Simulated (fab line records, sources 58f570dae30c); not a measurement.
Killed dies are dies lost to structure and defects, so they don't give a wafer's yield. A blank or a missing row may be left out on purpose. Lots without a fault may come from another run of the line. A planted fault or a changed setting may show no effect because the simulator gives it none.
fab line records | flow berkeley_cmos170 | part 1 of 2: steps 1 to 26 of 36
record lots=5 wafers=15 last_day=11
route steps=331 shown M2@289 V2@292 M3@309
lots that met no fault: from a run of the same line without faults
start_h: hours from the record's first day to the start of the lot's first wafer shown | wait_h: hours since the lot's step before | " the same as in the row above | L1.1+2: a row that stands for several wafers | - no value, or no start given | * or withheld: withheld | < > ~ a bound
route shown NAME@n: a module of which the file shows steps, and the number in the route of the first | usual: mean/standard deviation of fault-free wafers | same: alike in all rows | chamber/n: place in a boat | sites: the reading at each site | _std_site: their standard deviation | _edge_site: outer sites' mean less inner sites' | radius_mm: how far each site lies from the wafer's centre | mask NAME#n: copy n | behind: the tool/chamber that last shaped the wafer | hold: why the lot was held/for how many hours/how that ended | device: the transistor (n, p or np) that didn't switch | end of line: the same wafers' tests at the end of the route | a step without rows: its recipe alone | killed: dies lost to structure and defects at the first sort, not the wafer's yield | map: a wafer's dies, x killed, . not, _ none there
set.NAME: the setting as run; set.NAME@STEP: as run at that earlier step | model.NAME: the simulator's own value behind a step, which no gauge read
lots at some steps of the route; a table a step, a row a wafer
services: from which hour (start_h, from the record's first day; less than 0 if before it) a tool's chamber was out of use, for how many hours, and why
## steps
# step UCB170_M2_METAL_ETCH_18
# recipe chemistry=Cl2/BCl3 target=Al stop_on=SiO2 pressure_mtorr=12 target_depth_a=11700 over_etch_frac=0.3 time_s=195 icp_w=600 bias_w=120 Cl2_flow_sccm=90 bcl3_flow_sccm=45
# usual drypump_motor_current_A=5.6/0.49 oes_product_au=0.861/0.012 throttle_valve_pct=24.37/0.19
# columns lot.wafer tool chamber start_h wait_h drypump_motor_current_A oes_product_au rf_hours_counter_h throttle_valve_pct
L074.1 rie_metal-04 0 176.27 - 5.2 0.847 2 24.24
L074.3 " 1 " " 6.4 0.840 - 24.32
L074.5 " 1 " " 6.4 0.845 - 24.30
L076.3 rie_metal-04 1 197.53 - 6.4 0.857 - 24.30
L076.4 " 0 " " 5.3 0.863 - 24.22
L076.5 " 0 " " 5.2 0.861 - 24.24
L087.1 rie_metal-02 1 240.48 - 5.5 0.878 5 24.48
L087.2 " 0 " " 6.1 0.869 1 24.19
L087.3 " 1 " " 5.5 0.868 - 24.48
L090.2 rie_metal-04 1 244.07 - 6.4 0.851 3 24.32
L090.3 " 1 " " 6.4 0.851 - 24.30
L090.5 " 1 " " 6.4 0.847 - 24.32
L093.2 rie_metal-01 0 259.80 - 4.9 0.847 10 24.26
L093.4 " 0 " " 4.8 0.861 - 24.25
L093.5 " 0 " " 4.9 0.855 - 24.27
# step UCB170_M2_STRIP_19
# recipe chemistry=O2 power_w=400 pressure_mtorr=3500 platen_temp_c=withheld o2_flow_sccm=400 overash_fraction=0.5
# usual drypump_motor_current_A=5.7/0.5 oes_product_au=0.544/0.023
# columns lot.wafer tool chamber start_h wait_h drypump_motor_current_A oes_product_au rf_hours_counter_h
L074.1 plasma_asher-04 0 176.45 0.1 6.4 0.524 45
L074.3 " 1 " " 6.0 0.531 -
L074.5 " 1 " " 6.0 0.537 -
L076.3 plasma_asher-01 1 197.69 0.1 5.9 0.541 -
L076.4 " 0 " " 5.0 0.544 -
L076.5 " 0 " " 5.1 0.542 -
L087.1 plasma_asher-02 1 240.67 0.1 5.9 0.518 54
L087.2 " 0 " " 5.1 0.574 54
L087.3 " 1 " " 5.9 0.515 -
L090.2 plasma_asher-02 1 244.25 0.1 5.9 0.543 55
L090.3 " 1 " " 5.9 0.553 -
L090.5 " 0 " " 5.1 0.536 -
L093.2 plasma_asher-04 1 260.05 0.2 6.0 0.544 54
L093.4 " 1 " " 6.0 0.543 -
L093.5 " 1 " " 6.0 0.535 -
# step UCB170_M2_CD_MEAS_90
# recipe target_cd_nm=700
# usual cd_nm=701/4.8
# columns lot.wafer tool chamber start_h wait_h cd_nm
L074.1 cd_sem-02 - 176.55 0.1 690
L074.3 " - " " 694
L074.5 " - " " 694
L076.3 cd_sem-01 - 197.80 0.1 698
L076.4 " - " " 699
L076.5 " - " " 701
L087.1 cd_sem-01 - 240.77 0.1 707
L087.2 " - " " 708
L087.3 " - " " 707
L090.2 cd_sem-02 - 244.37 0.1 700
L090.3 " - " " 702
L090.5 " - " " 702
L093.2 cd_sem-02 - 260.17 0.1 704
L093.4 " - " " 702
L093.5 " - " " 700
# step UCB170_V2_CVD_00
# recipe material=SiO2 target_thk_nm=2000 temp_c=390 precursor=TEOS/O2 time_s=250 rf_w=550 pressure_mtorr=9000
# usual heater_power_w=238/47 susceptor_temp_C=389.98/0.22
# columns lot.wafer tool chamber start_h wait_h heater_power_w susceptor_temp_C
L074.1 pecvd-01 0 176.67 0.1 245 389.67
L074.3 " 2 " " 240 390.41
L074.5 " 2 " " 166 390.50
L076.3 pecvd-04 2 197.88 0.1 249 389.95
L076.4 " 2 " " 185 389.80
L076.5 " 1 " " 231 389.85
L087.1 pecvd-04 1 240.89 0.1 316 389.82
L087.2 " 0 " " 236 389.95
L087.3 " 2 " " 271 389.64
L090.2 pecvd-01 0 244.47 0.1 276 390.11
L090.3 " 2 " " 232 389.87
L090.5 " 1 " " 168 389.72
L093.2 pecvd-03 1 260.27 0.1 255 389.96
L093.4 " 2 " " 319 390.14
L093.5 " 0 " " 302 389.84
# step UCB170_V2_THK_MEAS_01
# recipe reads=SiO2_of_V2_CVD_00
# usual V2_TEOS_THK=2015/28
# columns lot.wafer tool chamber start_h wait_h V2_TEOS_THK[nm]
L074.1 film_metro-03 - 176.83 0.1 1993
L074.3 " - " " 2013
L074.5 " - " " 2060
L076.3 film_metro-03 - 198.05 0.1 1984
L076.4 " - " " 2002
L076.5 " - " " 2043
L087.1 film_metro-04 - 241.04 0.1 2025
L087.2 " - " " 1995
L087.3 " - " " 1997
L090.2 film_metro-01 - 244.64 0.1 2026
L090.3 " - " " 2025
L090.5 " - " " 2024
L093.2 film_metro-03 - 260.49 0.1 1983
L093.4 " - " " 2003
L093.5 " - " " 1987
# step UCB170_V2_CMP_02
# recipe material=SiO2 down_force_psi=6 platen_rpm=60 pad_velocity_m_s=0.75398
# usual motor_current_A=15.5/2.2
# columns lot.wafer tool chamber start_h wait_h motor_current_A
L074.1 cmp-01 2 176.94 0.1 14.1
L074.3 " 0 " " 12.4
L074.5 " 1 " " 15.9
L076.4 cmp-01 2 198.09 0.0 14.3
L076.3 " 3 " " 17.4
L076.5 " 3 " " 17.0
L087.3 cmp-01 0 241.15 0.1 11.9
L087.2 " 1 " " 16.2
L087.1 " 2 " " 14.9
L090.2 cmp-01 3 244.69 0.0 17.1
L090.3 " 1 " " 16.1
L090.5 " 3 " " 17.0
L093.2 cmp-02 0 260.54 0.0 13.3
L093.4 " 1 " " 14.8
L093.5 " 1 " " 14.6
# step UCB170_V2_BOW_MEAS_03
# recipe mode=bow
# usual V2_BOW=37/7.4
# columns lot.wafer tool chamber start_h wait_h V2_BOW[um]
L074.1 film_metro-03 - 177.19 0.2 33
L074.3 " - " " 30
L074.5 " - " " 37
L076.3 film_metro-03 - 198.43 0.2 38
L076.4 " - " " 36
L076.5 " - " " 36
L087.1 film_metro-01 - 241.40 0.1 44
L087.2 " - " " 52
L087.3 " - " " 36
L090.2 film_metro-01 - 245.01 0.3 43
L090.3 " - " " 43
L090.5 " - " " 51
L093.2 film_metro-01 - 260.86 0.3 30
L093.4 " - " " 31
L093.5 " - " " 49
# step UCB170_V2_THK_MEAS_04
# recipe reads=SiO2_of_V2_CVD_00
# usual V2_POLISHED_THK=1000.3/1.4
# columns lot.wafer tool chamber start_h wait_h V2_POLISHED_THK[nm]
L074.1 film_metro-03 - 177.31 0.1 1001.5
L074.3 " - " " 1001.8
L074.5 " - " " 1001.8
L076.3 film_metro-03 - 198.53 0.1 1000.5
L076.4 " - " " 1000.2
L076.5 " - " " 1000.0
L087.1 film_metro-01 - 241.52 0.1 1001.4
L087.2 " - " " 1000.5
L087.3 " - " " 1000.8
L090.2 film_metro-01 - 245.12 0.1 1001.9
L090.3 " - " " 1001.5
L090.5 " - " " 1000.0
L093.2 film_metro-01 - 260.97 0.1 999.5
L093.4 " - " " 999.5
L093.5 " - " " 999.0
# step UCB170_V2_CLEAN_05
# recipe chemistry=DIW
# columns lot.wafer tool chamber start_h wait_h
L074.1+3+5 wet_bench-04 3 179.43 2.1
L076.3+4+5 wet_bench-01 0 198.58 0.0
L087.1+2+3 wet_bench-01 3 241.58 0.1
L090.2+3+5 wet_bench-01 3 245.17 0.0
L093.2+4+5 wet_bench-04 2 261.02 0.0
# step UCB170_V2_HMDS_06
# recipe prime_time_s=60 prime_temp_c=100
# same prime_time_s=60
# columns lot.wafer tool chamber start_h wait_h
L074.1+3+5 litho_track-02 0 179.78 0.0
L076.3+4+5 litho_track-03 0 198.81 0.1
L087.1+2+3 litho_track-04 0 242.26 0.5
L090.2+3+5 litho_track-03 0 245.89 0.5
L093.2+4+5 litho_track-04 0 261.35 0.2
# step UCB170_V2_COAT_07
# recipe resist=KrF spin_rpm=1500 resist_thk_nm=900
# usual dispense_pressure_kPa=53.4/1.7
# columns lot.wafer tool chamber start_h wait_h dispense_pressure_kPa
L074.1 litho_track-02 0 179.93 0.1 49.8
L074.3 " 0 " " 49.8
L074.5 " 0 " " 49.8
L076.3 litho_track-03 0 198.96 0.1 54.6
L076.4 " 0 " " 54.6
L076.5 " 0 " " 54.6
L087.1 litho_track-04 0 242.41 0.1 53.5
L087.2 " 0 " " 53.5
L087.3 " 0 " " 53.5
L090.2 litho_track-03 0 246.04 0.1 54.6
L090.3 " 0 " " 54.6
L090.5 " 0 " " 54.6
L093.2 litho_track-04 0 261.50 0.1 53.5
L093.4 " 0 " " 53.5
L093.5 " 0 " " 53.5
# step UCB170_V2_SOFTBAKE_08
# recipe resist=KrF temp_c=130 time_s=60
# usual heater_power_total_W=56.80/0.042
# columns lot.wafer tool chamber start_h wait_h heater_power_total_W
L074.1 litho_track-02 0 180.08 0.1 56.83
L074.3 " 0 " " 56.82
L074.5 " 0 " " 56.83
L076.3 litho_track-03 0 199.11 0.1 56.78
L076.4 " 0 " " 56.82
L076.5 " 0 " " 56.74
L087.1 litho_track-04 0 242.56 0.1 56.74
L087.2 " 0 " " 56.81
L087.3 " 0 " " 56.80
L090.2 litho_track-03 0 246.19 0.1 56.90
L090.3 " 0 " " 56.85
L090.5 " 0 " " 56.81
L093.2 litho_track-04 0 261.65 0.1 56.78
L093.4 " 0 " " 56.83
L093.5 " 0 " " 56.83
# step UCB170_V2_EXPOSE_09
# recipe mask_id=VIA2 target_cd_nm=700 na=0.5 sigma_outer=0.6 source_shape=conventional dose_mj=37
# usual exposure_dose_mJ_cm2=37.00/0.038
# columns lot.wafer tool chamber start_h wait_h mask exposure_dose_mJ_cm2
L074.1 krf_scanner-02 0 180.35 0.2 VIA2#0 37.00
L074.3 " 0 " " VIA2#0 36.95
L074.5 " 0 " " VIA2#0 37.02
L076.3 krf_scanner-02 0 199.58 0.4 VIA2#0 36.98
L076.4 " 0 " " VIA2#0 37.01
L076.5 " 0 " " VIA2#0 37.00
L087.1 krf_scanner-02 0 242.71 0.1 VIA2#0 36.98
L087.2 " 0 " " VIA2#0 36.97
L087.3 " 0 " " VIA2#0 36.95
L090.2 krf_scanner-02 0 261.91 15.7 VIA2#0 37.00
L090.3 " 0 " " VIA2#0 36.99
L090.5 " 0 " " VIA2#0 37.00
L093.2 krf_scanner-02 0 262.03 0.4 VIA2#0 37.05
L093.4 " 0 " " VIA2#0 36.98
L093.5 " 0 " " VIA2#0 37.00
# step UCB170_V2_PEB_10
# recipe peb_temp_c=130 peb_time_s=withheld resist=KrF
# usual heater_power_total_W=56.79/0.045
# columns lot.wafer tool chamber start_h wait_h heater_power_total_W
L074.1 litho_track-03 0 181.13 0.8 56.78
L074.3 " 0 " " 56.76
L074.5 " 0 " " 56.77
L076.3 litho_track-02 0 200.12 0.5 56.82
L076.4 " 0 " " 56.80
L076.5 " 0 " " 56.74
L087.1 litho_track-03 0 243.69 1.0 56.83
L087.2 " 0 " " 56.75
L087.3 " 0 " " 56.73
L090.2 litho_track-02 0 262.04 0.1 56.70
L090.3 " 0 " " 56.79
L090.5 " 0 " " 56.84
L093.2 litho_track-02 0 262.31 0.3 56.79
L093.4 " 0 " " 56.71
L093.5 " 0 " " 56.76
# step UCB170_V2_DEVELOP_11
# recipe developer=TMAH develop_time_s=45 resist=KrF dev_temp_c=21
# columns lot.wafer tool chamber start_h wait_h
L074.1+3+5 litho_track-03 0 - -
L076.3+4+5 litho_track-02 0 - -
L087.1+2+3 litho_track-03 0 - -
L090.2+3+5 litho_track-02 0 - -
L093.2+4+5 litho_track-02 0 - -
# step UCB170_V2_CD_MEAS_12
# recipe target_cd_nm=700
# usual cd_nm=700.1/1.4
# columns lot.wafer tool chamber start_h wait_h cd_nm
L074.1 cd_sem-02 - 181.40 - 701.1
L074.3 " - " " 701.2
L074.5 " - " " 701.6
L076.3 cd_sem-02 - 200.39 - 698.1
L076.4 " - " " 698.5
L076.5 " - " " 699.1
L087.1 cd_sem-01 - 243.97 - 700.9
L087.2 " - " " 701.3
L087.3 " - " " 699.2
L090.2 cd_sem-02 - 262.31 - 697.5
L090.3 " - " " 696.8
L090.5 " - " " 697.1
L093.2 cd_sem-01 - 262.58 - 697.2
L093.4 " - " " 697.8
L093.5 " - " " 697.5
# step UCB170_V2_OVL_MEAS_13
# usual V2_OVL=3/5.8
# columns lot.wafer tool chamber start_h wait_h V2_OVL[nm]
L074.1 overlay-02 - 181.52 0.1 3
L074.3 " - " " 4
L074.5 " - " " 0
L076.3 overlay-01 - 200.48 0.1 2
L076.4 " - " " -7
L076.5 " - " " -5
L087.1 overlay-02 - 244.09 0.1 12
L087.2 " - " " 4
L087.3 " - " " 12
L090.2 overlay-01 - 262.41 0.1 6
L090.3 " - " " 0
L090.5 " - " " -1
L093.2 overlay-02 - 262.69 0.1 6
L093.4 " - " " 8
L093.5 " - " " 1
# step UCB170_V2_ETCH_14
# recipe chemistry=CHF3/CF4/Ar target=SiO2 stop_on=Al CHF3_flow_sccm=45 cf4_flow_sccm=15 Ar_flow_sccm=150 pressure_mtorr=200 rf_w=700 target_depth_a=12500 over_etch_frac=0.25 time_s=291
# usual CHF3_flow_sccm=45.03/0.14 drypump_motor_current_A=5.4/0.47 oes_product_au=0.872/0.018 throttle_valve_pct=6.97/0.07
# columns lot.wafer tool chamber start_h wait_h CHF3_flow_sccm drypump_motor_current_A oes_product_au rf_hours_counter_h throttle_valve_pct
L074.1 rie_diel-03 0 181.56 0.0 45.09 5.1 0.852 129 6.98
L074.3 " 3 " " 45.08 5.0 0.865 7 7.00
L074.5 " 3 " " 44.81 5.0 0.862 - 6.99
L076.3 rie_diel-04 0 200.59 0.1 44.95 5.1 0.885 - 6.95
L076.4 " 2 " " 44.88 6.2 0.853 - 6.99
L076.5 " 0 " " 45.10 5.0 0.879 - 6.96
L087.1 rie_diel-03 2 244.12 0.0 45.29 4.8 0.884 6 6.96
L087.2 " 0 " " 45.13 5.1 0.846 132 6.99
L087.3 " 1 " " 44.92 4.7 0.892 59 6.89
L090.2 rie_diel-03 1 262.44 0.0 45.11 4.7 0.890 60 6.90
L090.3 " 0 " " 45.08 5.1 0.849 133 6.97
L090.5 " 0 " " 44.98 5.1 0.841 - 6.98
L093.2 rie_diel-02 1 262.81 0.1 45.05 5.6 0.887 - 7.01
L093.4 " 1 " " 45.12 5.6 0.890 - 7.02
L093.5 " 1 " " 44.97 5.7 0.896 - 7.02
# step UCB170_V2_STRIP_15
# recipe chemistry=O2 power_w=400 pressure_mtorr=3500 platen_temp_c=withheld o2_flow_sccm=400 overash_fraction=0.5
# usual drypump_motor_current_A=5.6/0.46 oes_product_au=0.722/0.0043 strip_time_to_endpoint_s=15.42/0.14
# columns lot.wafer tool chamber start_h wait_h drypump_motor_current_A oes_product_au rf_hours_counter_h strip_time_to_endpoint_s
L074.1 plasma_asher-03 1 181.73 0.1 5.6 0.729 6 15.50
L074.3 " 1 " " 5.6 0.722 - 15.63
L074.5 " 0 " " 6.3 0.723 - 15.62
L076.3 plasma_asher-01 0 200.80 0.1 5.0 0.723 - 15.50
L076.4 " 1 " " 5.9 0.720 - 15.48
L076.5 " 1 " " 5.9 0.717 - 15.56
L087.1 plasma_asher-03 1 244.30 0.1 5.6 0.725 14 15.45
L087.2 " 0 " " 6.3 0.720 14 15.40
L087.3 " 1 " " 5.6 0.722 - 15.24
L090.2 plasma_asher-01 1 262.62 0.1 5.9 0.720 51 15.18
L090.3 " 1 " " 5.9 0.721 - 15.40
L090.5 " 0 " " 5.1 0.723 - 15.38
L093.2 plasma_asher-01 0 263.25 0.4 5.0 0.722 51 15.51
L093.4 " 1 " " 5.9 0.720 - 15.43
L093.5 " 0 " " 5.1 0.727 - 15.46
# step UCB170_V2_CD_MEAS_90
# recipe target_cd_nm=700
# usual cd_nm=700.0/1.6
# columns lot.wafer tool chamber start_h wait_h cd_nm
L074.1 cd_sem-02 - 181.83 0.1 701.3
L074.3 " - " " 701.8
L074.5 " - " " 701.7
L076.3 cd_sem-01 - 200.91 0.1 698.0
L076.4 " - " " 699.5
L076.5 " - " " 700.9
L087.1 cd_sem-01 - 244.40 0.1 701.0
L087.2 " - " " 701.2
L087.3 " - " " 697.5
L090.2 cd_sem-01 - 262.74 0.1 696.5
L090.3 " - " " 696.6
L090.5 " - " " 697.1
L093.2 cd_sem-01 - 263.37 0.1 697.0
L093.4 " - " " 697.8
L093.5 " - " " 699.0
# step UCB170_M3_PRE_CLEAN_00
# recipe gas=Ar preclean_etch_time_s=60
# columns lot.wafer tool chamber start_h wait_h
L074.1+3+5 pvd_sputter-01 - 181.95 0.1
L076.3+4+5 pvd_sputter-03 - 200.99 0.1
L087.1+2+3 pvd_sputter-01 - 244.52 0.1
L090.2+3+5 pvd_sputter-01 - 262.84 0.1
L093.2+4+5 pvd_sputter-03 - 263.47 0.1
# step UCB170_M3_SPUTTER_01
# recipe material=Al target_thk_nm=900 time_s=120 power_w=6000 chamber_pressure_pa=0.5
# usual throttle_valve_pct=29.8/0.67
# columns lot.wafer tool chamber start_h wait_h throttle_valve_pct
L074.1 pvd_sputter-01 - 182.02 0.0 30.1
L074.3 " - " " 29.5
L074.5 " - " " 30.5
L076.3 pvd_sputter-03 - 201.06 0.0 29.5
L076.4 " - " " 30.6
L076.5 " - " " 30.5
L087.1 pvd_sputter-01 - 244.59 0.0 30.3
L087.2 " - " " 30.1
L087.3 " - " " 28.5
L090.2 pvd_sputter-01 - 262.91 0.0 28.5
L090.3 " - " " 29.5
L090.5 " - " " 30.2
L093.2 pvd_sputter-03 - 263.54 0.0 28.4
L093.4 " - " " 29.8
L093.5 " - " " 29.5
# step UCB170_M3_RS_MEAS_02
# recipe thk_meas_gauge=four-point-probe reads=Al_of_M3_SPUTTER_01
# usual M3_AL_RS=0.0322/0.00035
# columns lot.wafer tool chamber start_h wait_h M3_AL_RS[ohm/sq]
L074.1 film_metro-03 - 182.10 0.0 0.0324
L074.3 " - " " 0.0327
L074.5 " - " " 0.0324
L076.3 film_metro-04 - 201.18 0.1 0.0320
L076.4 " - " " 0.0323
L076.5 " - " " 0.0322
L087.1 film_metro-04 - 244.67 0.0 0.0315
L087.2 " - " " 0.0322
L087.3 " - " " 0.0322
L090.2 film_metro-03 - 263.01 0.1 0.0327
L090.3 " - " " 0.0330
L090.5 " - " " 0.0323
L093.2 film_metro-02 - 264.09 0.5 0.0321
L093.4 " - " " 0.0328
L093.5 " - " " 0.0322
# step UCB170_M3_THK_MEAS_03
# recipe thk_meas_gauge=xrf reads=Al_of_M3_SPUTTER_01
# usual M3_AL_THK=880/12
# columns lot.wafer tool chamber start_h wait_h M3_AL_THK[nm]
L074.1 film_metro-03 - 182.22 0.1 874
L074.3 " - " " 862
L074.5 " - " " 877
L076.3 film_metro-04 - 201.28 0.1 890
L076.4 " - " " 884
L076.5 " - " " 888
L087.1 film_metro-04 - 244.79 0.1 899
L087.2 " - " " 882
L087.3 " - " " 883
L090.2 film_metro-03 - 263.12 0.1 854
L090.3 " - " " 851
L090.5 " - " " 868
L093.2 film_metro-02 - 264.20 0.1 880
L093.4 " - " " 868
L093.5 " - " " 883
# step UCB170_M3_HMDS_04
# recipe prime_time_s=60 prime_temp_c=100
# same prime_time_s=60
# columns lot.wafer tool chamber start_h wait_h
L074.1+3+5 litho_track-01 0 182.28 0.1
L076.3+4+5 litho_track-02 0 201.58 0.3
L087.1+2+3 litho_track-02 0 245.35 0.6
L090.2+3+5 litho_track-04 0 263.20 0.1
L093.2+4+5 litho_track-04 0 264.37 0.2
# step UCB170_M3_COAT_05
# recipe resist=KrF spin_rpm=1500 resist_thk_nm=900
# usual dispense_pressure_kPa=50.7/2.7
# columns lot.wafer tool chamber start_h wait_h dispense_pressure_kPa
L074.1 litho_track-01 0 182.43 0.1 46.5
L074.3 " 0 " " 46.5
L074.5 " 0 " " 46.6
L076.3 litho_track-02 0 201.73 0.1 49.9
L076.4 " 0 " " 49.9
L076.5 " 0 " " 49.8
L087.1 litho_track-02 0 245.50 0.1 49.9
L087.2 " 0 " " 49.8
L087.3 " 0 " " 49.8
L090.2 litho_track-04 0 263.35 0.1 53.5
L090.3 " 0 " " 53.5
L090.5 " 0 " " 53.5
L093.2 litho_track-04 0 264.52 0.1 53.5
L093.4 " 0 " " 53.5
L093.5 " 0 " " 53.5
